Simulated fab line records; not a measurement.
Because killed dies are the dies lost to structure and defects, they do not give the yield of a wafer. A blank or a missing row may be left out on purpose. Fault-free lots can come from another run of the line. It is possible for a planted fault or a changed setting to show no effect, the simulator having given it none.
Chamber matching ; flow berkeley_cmos170 ; cmp-02 running UCB170_V1_CMP_02: 4 sister chambers
The step polishes SiO2. 18 wafers are shown with their chamber, then 9 later ones without.

## WAFERS PAIRED WITH THEIR CHAMBERS
wafer;chamber;motor_current_A (A)
L773.1;2;14.8
L773.2;1;14.5
L773.3;3;15.3
L775.1;1;14.0
L775.5;2;14.9
L775.6;1;14.4
L774.1;2;15.3
L774.4;1;14.1
L774.5;3;15.0
L777.1;0;13.6
L777.4;1;14.3
L777.6;3;16.2
L783.1;0;12.9
L783.3;1;14.5
L783.4;3;15.8
L785.2;1;14.2
L785.5;2;15.8
L785.6;1;14.2

SIGNATURES, as means of the wafers listed above
reading;chamber 0;chamber 1;chamber 2;chamber 3;scatter within a chamber
motor_current_A;13.250;14.275;15.200;15.575;0.373
Rule: for each reading, subtract the chamber's mean from the wafer's reading, divide by that reading's scatter and square the result; add these up over the readings and take the root, which gives the wafer's distance from the chamber. If the next closest chamber is less than 2 further off than the closest, the wafer can't be placed; otherwise it belongs to the closest. The scatter: the root of (the sum of the squares of (reading less its chamber's mean) over the shown wafers, divided by (wafers less chambers)).

## WAFERS WHOSE CHAMBER IS MISSING
wafer;motor_current_A (A)
L787.2;15.0
L787.3;14.5
L787.6;13.6
L792.2;13.6
L792.4;15.1
L792.6;15.0
L793.1;15.3
L793.3;14.3
L793.4;12.8

## WHICH CHAMBER EACH WENT THROUGH
wafer;from the rows above;in truth
L787.2;can't be placed: 2 or 3 or 1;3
L787.3;can't be placed: 1 or 2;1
L787.6;can't be placed: 0 or 1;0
L792.2;can't be placed: 0 or 1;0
L792.4;can't be placed: 2 or 3 or 1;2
L792.6;can't be placed: 2 or 3 or 1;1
L793.1;can't be placed: 2 or 3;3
L793.3;1;1
L793.4;0;0
Correct placement for 2 of the 9. Unplaceable from these rows: 7, with the true chamber sitting among the candidates in 7. Placed wrongly: 0.
